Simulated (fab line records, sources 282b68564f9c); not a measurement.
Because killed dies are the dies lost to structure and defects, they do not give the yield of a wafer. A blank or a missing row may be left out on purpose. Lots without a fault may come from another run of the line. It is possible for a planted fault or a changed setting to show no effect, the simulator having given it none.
Struck lot and sound lot, side by side | flow ritCmos | 15 out of 202 route steps
Sound: wafers L229.1, L229.2, L229.5. Wafers L238.2, L238.4, L238.6 were the ones struck. Last of all comes the cause.
Per side, at each step with rows, come the tool, then ch with its chambers, and then its first start. Under that, the readings that differ: sound wafers | struck wafers | difference of the means | sigmas: that difference in standard deviations of wafers without a fault.
alike: readings whose means differ by less than 2 such deviations, and words and numbers that are the same on both sides. not compared: withheld readings, readings that some wafer has no value for, bounds like >300 that may hide the same value, and numbers for which the record gives no deviation and whose values overlap.
A row with sigmas, a row that says differs or no value, or rows on one side alone: a step with any of these is where the two part. Numbers that don't overlap but have no deviation are shown without sigmas and don't part them. Lack of a reading on every wafer of one side parts them only where that side has two or more wafers.

first, 2 steps without rows for these wafers: RIT_NWELL_PEB_04; RIT_NWELL_DEVELOP_05 (develop time 68 s).
RIT_NWELL_OVL_MEAS_06:
  sound: overlay-02 at day 2 12:32; struck: overlay-02 at day 4 09:42
reading        | sound       | struck         | difference | sigmas
NWELL_OVL (nm) | 2.9 3.3 2.5 | -1.4 -0.7 -1.5 | -4.1       | -3
then, 2 steps without rows for these wafers: RIT_NWELL_HARDBAKE_07 (time 120 s); RIT_NWELL_IMPLANT_08.
RIT_NWELL_STRIP_09: strips in O2, time 180 s.
  sound on plasmaAsher-02 ch 0,1, day 2 12:58; struck on plasmaAsher-01 ch 0,1, day 4 10:08
  alike: chamberPressureMTorr, drypumpMotorCurrentA
  not compared: rfHoursCounterH
RIT_NWELL_TW_MEAS_10:
  sound: filmMetro-01 at day 2 13:08; struck: filmMetro-04 at day 4 10:19
  alike: NWELL_TW
then, 5 steps without rows for these wafers: RIT_PWELL_HMDS_00 (prime time 60 s); RIT_PWELL_COAT_01 (resist thk 1300 nm); RIT_PWELL_SOFTBAKE_02 (time 60 s); RIT_PWELL_EXPOSE_03 (exposes mask M3, target cd 43700 nm); RIT_PWELL_PEB_04.
RIT_PWELL_DEVELOP_05: develop time 68 s.
  sound on lithoTrack-04 ch 0, day 2 14:00; struck on lithoTrack-04 ch 0, day 4 11:00
reading            | sound             | struck            | difference | sigmas
developerTempC (C) | 23.06 22.90 22.86 | 23.81 24.01 24.01 | +1.00      | +10
  alike: exhaustPa
RIT_PWELL_OVL_MEAS_06:
  sound: overlay-01 at day 2 14:13; struck: overlay-02 at day 4 11:28
  alike: PWELL_OVL
RIT_M1_PROBE_99:
  sound: prober-01 at day 4 03:47; struck: prober-02 at day 6 02:22
  alike: killedAtContacts, killedAtFrontEnd, killedDies, killedOpen, killedShort

## WHERE THEY PART
At RIT_NWELL_OVL_MEAS_06 first; at RIT_PWELL_DEVELOP_05 last (within this record only). Later steps at which nothing parts them and some readings are alike: RIT_PWELL_OVL_MEAS_06, RIT_M1_PROBE_99.

WHY: what the simulator had put in
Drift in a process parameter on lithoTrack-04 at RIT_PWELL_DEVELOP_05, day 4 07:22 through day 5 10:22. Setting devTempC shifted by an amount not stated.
